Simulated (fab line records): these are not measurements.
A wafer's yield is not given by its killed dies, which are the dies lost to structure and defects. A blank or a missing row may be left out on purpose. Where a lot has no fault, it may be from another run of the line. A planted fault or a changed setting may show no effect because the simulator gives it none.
The same fault as seen by 2 desks -- flow berkeleyCmos170 -- numbers are kept per desk, each desk with only its own; the story behind them comes last

AT THE METROLOGY DESK
What the gauges read for every lot (on any tool): the sampled wafers with a number, averaged. Any lot whose mean is over 4 standard deviations away from the usual mean is out of limits and marked OUT; that distance is given in the brackets.
Columns: A = PLDD_TW at UCB170_PLDD_TW_MEAS_11, usual 1015; B = cdNm at UCB170_NLDD_CD_MEAS_06, usual 1200.7 nm; C = cdNm at UCB170_PSD_CD_MEAS_06, usual 1200.5 nm
lot,first seen here,A,B,C
L209,day 5 23:35,1027,1200.4,1199.8
L210,day 6 00:17,1010,1202.5,1200.3
L213,day 6 19:16,1013,1201.0,1200.9
L215,day 6 22:25,1008,1196.9,1201.3
L214,day 6 22:37,1011,1200.6,1199.4
L212,day 6 23:05,1012,1200.2,1200.1
L220,day 8 03:03,1021,1221.1 (+13) OUT,1200.2
L224,day 9 01:36,1018,1201.5,1197.8
L226,day 9 04:47,1010,1200.5,1198.3
L222,day 9 05:07,1009,1215.2 (+9.1) OUT,1200.6
L223,day 9 05:13,1024,1201.5,1203.0
L228,day 9 18:52,1027,1203.1,1202.0
L229,day 10 01:06,1013,1201.4,1200.1
L232,day 10 19:25,1013,1199.5,1200.3
This desk's verdict: out of limits on L220, L222, starting with L220 at day 8 04:55 (cdNm at UCB170_NLDD_CD_MEAS_06). Within limits: L209, L210, L213, L215, L214, L212, L224, L226, L223, L228, L229, L232.

AT THE TOOL OWNER'S DESK: lithoTrack-01
Per lot that ran on this tool, the mean of the sampled wafers carrying a number, from the tool's own readings at UCB170_NLDD_SOFTBAKE_02 (time 60 s). Any lot whose mean is over 4 standard deviations away from the usual mean is out of limits and marked OUT; that distance is given in the brackets.
Columns: A = heaterPowerTotalW at UCB170_NLDD_SOFTBAKE_02, usual 56.80 W; B = plateTempC at UCB170_NLDD_SOFTBAKE_02, usual 129.96 C; C = resistLineTempC at UCB170_NLDD_SOFTBAKE_02, usual 22.99 C
lot,first seen here,A,B,C
L213,day 6 20:07,56.74,129.89,22.95
L215,day 7 01:42,56.79,130.00,22.98
L220,day 8 03:47,60.36 (+81) OUT,136.22 (+45) OUT,23.00
L222,day 9 05:41,60.37 (+81) OUT,136.14 (+44) OUT,22.93
This desk's verdict: out of limits on L220, L222, starting with L220 at day 8 03:47 (heaterPowerTotalW at UCB170_NLDD_SOFTBAKE_02). Within limits: L213, L215.

TAKEN TOGETHER
The tool owner's desk could have raised an alarm at day 8 03:47, on L220, L222.
At day 8 04:55 the metrology desk could have sounded an alarm, on L220, L222.
Of the lots named, all ran UCB170_NLDD_SOFTBAKE_02 on lithoTrack-01.

WHAT HAD BEEN PUT IN BY THE SIMULATOR
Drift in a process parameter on lithoTrack-01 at UCB170_NLDD_SOFTBAKE_02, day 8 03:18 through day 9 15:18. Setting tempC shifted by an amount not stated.
Shown lots that were struck: L220, L222.
Fault start to first reading out of limits, in hours, per desk: tool owner, 0; metrology, 2.
